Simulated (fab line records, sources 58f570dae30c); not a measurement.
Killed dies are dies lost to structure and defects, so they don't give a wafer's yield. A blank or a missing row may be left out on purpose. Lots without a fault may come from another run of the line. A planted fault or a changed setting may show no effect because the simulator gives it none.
Problem report in the 8D (eight disciplines) form, filled by code | flow berkeley_cmos170 | the parts of the form that need people (team, actions taken, sign-off) are left out

1. THE PROBLEM
wafer_temp_C_max at UCB170_SILICIDE_RTA_04 reads a mean of 626.5 on 9 wafers of 3 lots; wafers without a fault read 651.6 with a standard deviation of 0.39. That is -64 standard deviations from the usual mean.
The step: time 15 s.
First seen on wafer L372.3, day 10 10:29, on rtp_anneal-01. The record holds 21 wafers of 7 lots with a number at this step. Rule for "out", or "out of limits": more than 4 standard deviations from the usual mean. The other wafers with a number count as sound.

2. WHAT IT IS AND WHAT IT IS NOT
question                    | is                     | is not
which readings at this step | wafer_temp_C_max       | lamp_power_pct
which lots                  | L372, L373, L374       | L361, L366, L375, L378
which wafers of those lots  | all that have a number | -
read on which tools         | rtp_anneal-01          | rtp_anneal-02
when                        | from day 10 10:29      | up to then (6 sound wafers); but 6 sound wafers of L375, L378 came after

3. SUSPECTS, AND WHAT RULES EACH OUT
Counting: a tool at a process step up to the reading stays a suspect if it ran every lot that is out and no sound lot after the first of them.
- rtp_anneal-01 at UCB170_SILICIDE_RTA_04 (time 15 s): kept. It ran every lot that is out, first L372 (day 10 10:29), and no sound lot after that; its last sound lot up to then is L366 (day 9 13:34). Its own readings are out on those wafers: wafer_temp_C_max.
Left after counting: rtp_anneal-01 at UCB170_SILICIDE_RTA_04.

4. THE CAUSE (what the simulator had put in)
Process parameter drift: rtp_anneal-01, from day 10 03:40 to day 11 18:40, at UCB170_SILICIDE_RTA_04. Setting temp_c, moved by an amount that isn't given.
Counting left only this tool.

5. THE CHAIN OF EFFECTS, in route order
Each row: a reading whose mean over the struck wafers that have a number lies more than 3 standard deviations from the usual. Only readings for which the record gives a usual standard deviation are gone through. hours: the time from each lot's start at the first step in this table that gives one to its start at this step, as a median over the lots. sigmas: the change in usual standard deviations.
hours | step                   | reading          | usual | on struck wafers | change | sigmas
0     | UCB170_SILICIDE_RTA_04 | wafer_temp_C_max | 651.6 | 626.5            | -25.1  | -64
The process steps in it:
- UCB170_SILICIDE_RTA_04: time 15 s.

6. WHAT WOULD HAVE CAUGHT IT SOONER
In this record the first reading out of limits was taken at day 10 10:29, 7 hours after the fault began at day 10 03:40.
